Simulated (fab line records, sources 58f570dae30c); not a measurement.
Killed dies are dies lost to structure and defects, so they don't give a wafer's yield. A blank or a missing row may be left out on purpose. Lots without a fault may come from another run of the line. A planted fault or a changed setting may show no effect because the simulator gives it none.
fab line records | flow berkeley_cmos170
record lots=13 wafers=39 last_day=14
route steps=331 shown V2@301
lots that met no fault: from a run of the same line without faults
start_h: hours from the record's first day to the start of the lot's first wafer shown | wait_h: hours since the lot's step before | " the same as in the row above | L1.1+2: a row that stands for several wafers | - no value, or no start given | * or withheld: withheld | < > ~ a bound
route shown NAME@n: a module of which the file shows steps, and the number in the route of the first | usual: mean/standard deviation of fault-free wafers | same: alike in all rows | chamber/n: place in a boat | sites: the reading at each site | _std_site: their standard deviation | _edge_site: outer sites' mean less inner sites' | radius_mm: how far each site lies from the wafer's centre | mask NAME#n: copy n | behind: the tool/chamber that last shaped the wafer | hold: why the lot was held/for how many hours/how that ended | device: the transistor (n, p or np) that didn't switch | end of line: the same wafers' tests at the end of the route | a step without rows: its recipe alone | killed: dies lost to structure and defects at the first sort, not the wafer's yield | map: a wafer's dies, x killed, . not, _ none there
set.NAME: the setting as run; set.NAME@STEP: as run at that earlier step | model.NAME: the simulator's own value behind a step, which no gauge read
steps of the route over a sample of lots; a table a step, a row a wafer
services: from which hour (start_h, from the record's first day; less than 0 if before it) a tool's chamber was out of use, for how many hours, and why
## steps
# step UCB170_V2_EXPOSE_09
# recipe mask_id=VIA2 target_cd_nm=700 na=0.5 sigma_outer=0.6 source_shape=conventional dose_mj=37
# usual exposure_dose_mJ_cm2=37.00/0.038
# same na=0.5
# columns lot.wafer tool chamber start_h wait_h mask exposure_dose_mJ_cm2
L873.1 krf_scanner-02 0 192.60 0.2 VIA2#0 36.98
L873.2 " 0 " " VIA2#0 36.92
L873.4 " 0 " " VIA2#0 37.00
L874.1 krf_scanner-02 0 193.19 0.2 VIA2#0 36.96
L874.2 " 0 " " VIA2#0 37.06
L874.3 " 0 " " VIA2#0 37.04
L876.2 krf_scanner-02 0 215.00 0.1 VIA2#0 37.02
L876.3 " 0 " " VIA2#0 37.05
L876.5 " 0 " " VIA2#0 36.98
L875.2 krf_scanner-02 0 216.49 0.1 VIA2#0 36.98
L875.4 " 0 " " VIA2#0 37.01
L875.5 " 0 " " VIA2#0 37.06
L877.2 krf_scanner-01 0 232.65 0.2 VIA2#0 37.00
L877.3 " 0 " " VIA2#0 37.05
L877.5 " 0 " " VIA2#0 37.02
L878.1 krf_scanner-01 0 233.76 0.1 VIA2#0 36.99
L878.2 " 0 " " VIA2#0 36.97
L878.3 " 0 " " VIA2#0 37.02
L879.2 krf_scanner-02 0 249.97 0.2 VIA2#0 37.03
L879.3 " 0 " " VIA2#0 37.08
L879.4 " 0 " " VIA2#0 37.09
L881.3 krf_scanner-02 0 254.38 0.1 VIA2#0 37.05
L881.4 " 0 " " VIA2#0 37.05
L881.5 " 0 " " VIA2#0 37.04
L890.1 krf_scanner-01 0 298.99 0.2 VIA2#0 36.97
L890.5 " 0 " " VIA2#0 36.95
L890.6 " 0 " " VIA2#0 36.89
L891.1 krf_scanner-02 0 305.27 0.2 VIA2#0 36.73
L891.4 " 0 " " VIA2#0 36.75
L891.5 " 0 " " VIA2#0 36.79
L892.2 krf_scanner-01 0 307.00 0.2 VIA2#0 36.97
L892.5 " 0 " " VIA2#0 36.98
L892.6 " 0 " " VIA2#0 36.95
L895.1 krf_scanner-01 0 316.77 0.1 VIA2#0 36.96
L895.2 " 0 " " VIA2#0 37.04
L895.4 " 0 " " VIA2#0 36.99
L893.1 krf_scanner-01 0 319.38 0.2 VIA2#0 36.96
L893.2 " 0 " " VIA2#0 37.02
L893.5 " 0 " " VIA2#0 36.98
# step UCB170_V2_CD_MEAS_12
# recipe target_cd_nm=700
# usual cd_nm=699.7/1.2
# columns lot.wafer tool chamber start_h wait_h cd_nm
L873.1 cd_sem-02 - 193.16 - 698.9
L873.2 " - " " 698.8
L873.4 " - " " 698.7
L874.1 cd_sem-02 - 193.58 - 700.2
L874.2 " - " " 698.8
L874.3 " - " " 698.5
L876.2 cd_sem-02 - 215.39 - 700.7
L876.3 " - " " 699.6
L876.5 " - " " 701.5
L875.2 cd_sem-02 - 216.88 - 699.6
L875.4 " - " " 700.7
L875.5 " - " " 699.1
L877.2 cd_sem-02 - 233.04 - 697.7
L877.3 " - " " 696.7
L877.5 " - " " 696.5
L878.1 cd_sem-01 - 234.15 - 697.2
L878.2 " - " " 697.3
L878.3 " - " " 697.6
L879.2 cd_sem-01 - 251.08 - 697.9
L879.3 " - " " 698.4
L879.4 " - " " 697.9
L881.3 cd_sem-02 - 254.97 - 699.2
L881.4 " - " " 699.8
L881.5 " - " " 698.2
L890.1 cd_sem-02 - 299.60 - 698.2
L890.5 " - " " 698.7
L890.6 " - " " 698.3
L891.1 cd_sem-01 - 306.13 - 707.1
L891.4 " - " " 711.9
L891.5 " - " " 699.7
L892.2 cd_sem-02 - 307.93 - 699.5
L892.5 " - " " 700.5
L892.6 " - " " 701.8
L895.1 cd_sem-01 - 317.17 - 699.8
L895.2 " - " " 698.6
L895.4 " - " " 701.2
L893.1 cd_sem-02 - 320.28 - 698.8
L893.2 " - " " 700.6
L893.5 " - " " 700.5
## services
# columns tool chamber start_h hours kind
krf_scanner-01 - 179.68 1.3 pm
krf_scanner-01 - 192.32 3.0 repair
krf_scanner-02 0 209.61 - calibration
krf_scanner-02 - 218.28 1.3 pm
krf_scanner-01 0 250.35 - calibration
krf_scanner-01 - 280.40 0.8 pm
krf_scanner-02 - 285.12 3.6 pm
krf_scanner-01 - 290.97 3.0 repair
krf_scanner-02 - 294.01 1.0 pm
krf_scanner-01 - 297.22 0.4 repair
krf_scanner-02 - 301.54 0.8 pm
## key
first_sign step=UCB170_V2_EXPOSE_09 reading=exposure_dose_mJ_cm2 direction=down sigmas=6.5 usual=37.00 struck=36.76
effect step=UCB170_V2_CD_MEAS_12 reading=cd_nm direction=up sigmas=5.5 usual=699.7 struck=706.2 wafers_moved=2 through=control_loop
met_at UCB170_V2_EXPOSE_09
struck_lots L891
loop_trim step=UCB170_V2_EXPOSE_09 setting=dose lots=L891
onset_between 254.38 305.27
fault kind=process_parameter_drift tool=krf_scanner-02 chamber=- onset_h=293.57 steps=UCB170_V2_EXPOSE_09 channel=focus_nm offset=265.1 spread_by_wafer=0.3 shape=step end_h=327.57
# loop_trim: a control loop set the setting to another value than it would have without faults
